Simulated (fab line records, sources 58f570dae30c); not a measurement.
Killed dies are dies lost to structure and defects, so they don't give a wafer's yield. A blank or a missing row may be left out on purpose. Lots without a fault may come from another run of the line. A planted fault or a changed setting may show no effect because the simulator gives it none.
Which tool did it? | flow berkeley_cmos170 | 14 lots, 42 wafers sampled, at 4 steps of a route of 331

WHAT THE GAUGES READ, wafer by wafer
UCB170_NWELL_TW_MEAS_16. Usual: NWELL_TW 1250, standard deviation 9.3.
lot  | measured    | on            | NWELL_TW       | flag
L840 | day 2 04:40 | film_metro-04 | 1247 1251 1254 |
L841 | day 2 08:13 | film_metro-03 | 1246 1253 1265 |
L842 | day 2 16:55 | film_metro-03 | 1248 1253 1250 |
L845 | day 3 06:37 | film_metro-02 | 1254 1252 1251 |
L846 | day 3 09:42 | film_metro-02 | 1259 1259 1255 |
L847 | day 3 15:28 | film_metro-04 | 1243 1243 1246 |
L848 | day 3 18:58 | film_metro-04 | 1247 1254 1246 |
L849 | day 4 06:36 | film_metro-03 | 1243 1243 1247 |
L850 | day 4 06:50 | film_metro-04 | 1242 1243 1242 |
L853 | day 4 21:44 | film_metro-04 | 1245 1246 1250 |
L854 | day 5 01:39 | film_metro-02 | 1264 1276 1272 |
L858 | day 5 19:13 | film_metro-02 | 1274 1266 1270 |
L861 | day 6 15:23 | film_metro-04 | 1239 1242 1243 |
L863 | day 6 23:28 | film_metro-03 | 1242 1245 1251 |

UCB170_FIELD_THK_MEAS_91. Usual: FIELD_OXIDE_LEFT_2_THK 355 nm, standard deviation 11.
lot  | measured     | on            | FIELD_OXIDE_LEFT_2_THK (nm) | flag
L840 | day 5 17:10  | film_metro-03 | 335 340 334                 |
L841 | day 5 16:54  | film_metro-03 | 347 345 344                 |
L842 | day 5 16:57  | film_metro-01 | 348 336 343                 |
L845 | day 6 10:10  | film_metro-03 | 372 368 366                 |
L846 | day 6 08:59  | film_metro-01 | 355 364 355                 |
L847 | day 6 18:32  | film_metro-01 | 366 379 364                 |
L848 | day 6 18:38  | film_metro-04 | 356 359 361                 |
L849 | day 7 05:37  | film_metro-01 | 353 358 359                 |
L850 | day 7 05:28  | film_metro-03 | 348 341 344                 |
L853 | day 8 01:25  | film_metro-03 | 358 363 351                 |
L854 | day 8 01:41  | film_metro-03 | 366 355 349                 |
L858 | day 9 01:50  | film_metro-04 | 376 362 372                 |
L861 | day 9 20:42  | film_metro-04 | 377 381 366                 |
L863 | day 10 05:11 | film_metro-04 | 367 375 363                 |

UCB170_V2_CD_MEAS_90: target cd 700 nm. Usual: cd_nm 700.5 nm, standard deviation 1.6.
lot  | measured     | on        | cd_nm (nm)        | flag
L840 | day 7 14:53  | cd_sem-02 | 700.8 699.6 701.6 |
L841 | day 7 14:17  | cd_sem-02 | 702.3 701.3 701.7 |
L842 | day 7 15:27  | cd_sem-01 | 698.8 699.6 700.7 |
L845 | day 8 03:39  | cd_sem-01 | 698.6 699.0 699.4 |
L846 | day 8 03:56  | cd_sem-02 | 700.5 700.3 699.4 |
L847 | day 8 20:28  | cd_sem-02 | 701.5 698.6 698.2 |
L848 | day 8 20:20  | cd_sem-01 | 697.4 699.5 698.9 |
L849 | day 9 05:12  | cd_sem-02 | 700.8 701.7 699.9 |
L850 | day 9 04:20  | cd_sem-01 | 700.2 701.4 700.7 |
L853 | day 9 22:29  | cd_sem-02 | 701.3 700.2 702.4 |
L854 | day 9 22:56  | cd_sem-02 | 697.9 697.6 697.5 |
L858 | day 11 02:20 | cd_sem-01 | 701.3 702.1 700.3 |
L861 | day 11 19:59 | cd_sem-01 | 699.4 702.0 702.0 |
L863 | day 12 05:51 | cd_sem-02 | 699.7 701.5 700.2 |

WHICH TOOL RAN EACH LOT (tool, then ch and the chambers of the sampled wafers, then the start)
lot  | UCB170_NLDD_IMPLANT_09
L840 | implanter-04 ch 0, day 6 06:20
L841 | implanter-03 ch 0, day 6 06:02
L842 | implanter-03 ch 0, day 6 06:41
L845 | implanter-02 ch 0, day 6 22:15
L846 | implanter-04 ch 0, day 6 22:41
L847 | implanter-04 ch 0, day 7 11:54
L848 | implanter-02 ch 0, day 7 11:38
L849 | implanter-04 ch 0, day 7 21:23
L850 | implanter-03 ch 0, day 7 20:38
L853 | implanter-02 ch 0, day 8 19:59
L854 | implanter-03 ch 0, day 8 18:43
L858 | implanter-03 ch 0, day 9 16:39
L861 | implanter-04 ch 0, day 10 14:58
L863 | implanter-04 ch 0, day 10 23:33
- UCB170_NLDD_IMPLANT_09

WHAT THE TOOLS THEMSELVES READ (means of the sampled wafers that have a number; where no wafer has one, the mark that the record gives instead)
UCB170_NLDD_IMPLANT_09. Usual: beam_energy_keV 30.001, standard deviation 0.0084; end_station_pressure_torr 5.16e-06 Torr, standard deviation 2.7e-07.
lot  | tool         | beam_energy_keV | end_station_pressure_torr (Torr) | flag
L840 | implanter-04 | 29.999          | 5.12e-06                         |
L841 | implanter-03 | 30.001          | 5.01e-06                         |
L842 | implanter-03 | 30.001          | 5.04e-06                         |
L845 | implanter-02 | 30.001          | 5.25e-06                         |
L846 | implanter-04 | 30.004          | 5.20e-06                         |
L847 | implanter-04 | 29.988          | 4.94e-06                         |
L848 | implanter-02 | 30.010          | 5.01e-06                         |
L849 | implanter-04 | 29.995          | 5.28e-06                         |
L850 | implanter-03 | 29.997          | 4.98e-06                         |
L853 | implanter-02 | 29.995          | 5.08e-06                         |
L854 | implanter-03 | 28.482          | 5.46e-06                         | OFF
L858 | implanter-03 | 28.473          | 5.35e-06                         | OFF
L861 | implanter-04 | 30.004          | 5.27e-06                         |
L863 | implanter-04 | 30.005          | 5.17e-06                         |

THE ANSWER, worked out from the rows above alone
Rule: a lot is off if the mean of its wafers that have a number lies more than 3 standard deviations from the usual mean. A lot without any number at a reading at which 4 lots or more have one is off too. The other lots that the step has rows for count as sound. The gauges are gone through in route order, then the tools' own readings, and for those a lot's mean is taken as printed above. The first step at which some lot is off is used, and at that step the reading that is off furthest; a lot without a number counts as furthest.
Off: L854, L858, at UCB170_NLDD_IMPLANT_09 (beam_energy_keV).
A tool fits if, at that step or a process step before it, it ran every lot that is off, and no sound lot after the first of them. One fits: implanter-03 at UCB170_NLDD_IMPLANT_09. Its last sound lot is L850 (day 7 20:38), its first lot that is off L854 (day 8 18:43): a fault that began between those two fits.
The tool's own readings at UCB170_NLDD_IMPLANT_09 bear it out: on the lots that are off they differ by more than 5 times the standard deviation of the sound lots' means. beam_energy_keV reads 28.477 there against 30.000 on the sound lots.

WHAT THE SIMULATOR HAD PUT IN
Process parameter drift: implanter-03, from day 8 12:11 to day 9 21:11, at UCB170_NLDD_IMPLANT_09. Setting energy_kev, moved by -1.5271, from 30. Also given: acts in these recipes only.
Lots struck among those shown: L854, L858. The rule above found the same.
